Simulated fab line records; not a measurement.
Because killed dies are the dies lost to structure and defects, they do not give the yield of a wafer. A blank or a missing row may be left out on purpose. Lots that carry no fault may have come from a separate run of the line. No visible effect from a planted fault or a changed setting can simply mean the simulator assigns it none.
Matching of chambers + flow berkeleyCmos170 + UCB170_V2_ETCH_14 on rieDiel-01: 4 sister chambers
The step etches SiO2 in CHF3/CF4/Ar, stops on Al, target depth 1250 nm, time 291 s. 8 wafers are shown with their chamber, then 7 later ones without.

== WAFERS, EACH WITH ITS CHAMBER ==
| wafer  | chamber | drypumpMotorCurrentA (A) | throttleValvePct (%) |
|--------|---------|--------------------------|----------------------|
| L259.1 | 3       | 5.8                      | 7.23                 |
| L259.3 | 2       | 6.1                      | 6.93                 |
| L259.4 | 0       | 5.2                      | 6.90                 |
| L260.4 | 1       | 6.5                      | 7.09                 |
| L260.5 | 3       | 5.8                      | 7.24                 |
| L260.6 | 0       | 5.1                      | 6.91                 |
| L263.1 | 2       | 6.1                      | 6.91                 |
| L263.2 | 1       | 6.5                      | 7.09                 |

== WAFERS MISSING THEIR CHAMBER ==
| wafer  | drypumpMotorCurrentA (A) | throttleValvePct (%) |
|--------|--------------------------|----------------------|
| L263.3 | 5.7                      | 7.23                 |
| L267.2 | 6.5                      | 7.10                 |
| L267.3 | 6.1                      | 6.92                 |
| L267.5 | 5.1                      | 6.90                 |
| L276.1 | 6.5                      | 7.08                 |
| L276.3 | 5.8                      | 7.23                 |
| L276.5 | 5.8                      | 7.22                 |

== THE CHAMBER EACH PASSED THROUGH ==
| wafer  | from the rows above | in truth |
|--------|---------------------|----------|
| L263.3 | 3                   | 3        |
| L267.2 | 1                   | 1        |
| L267.3 | 2                   | 2        |
| L267.5 | 0                   | 0        |
| L276.1 | 1                   | 1        |
| L276.3 | 3                   | 3        |
| L276.5 | 3                   | 3        |
Placed correctly: 7 of 7. Can't be placed from these rows: 0. 0 placed wrongly.
How it was worked out, from the rows above alone: a wafer's distance from a chamber is the root of the sum, over the readings, of the square of ((its reading less the chamber's mean) divided by the reading's scatter). If the next closest chamber is less than 2 further off than the closest, the wafer can't be placed; otherwise it belongs to the closest. The mean given for a chamber averages the wafers shown for that chamber. The scatter is the square root of a quotient: the sum, over the shown wafers, of each reading's squared deviation from its chamber's mean, divided by wafers minus chambers.
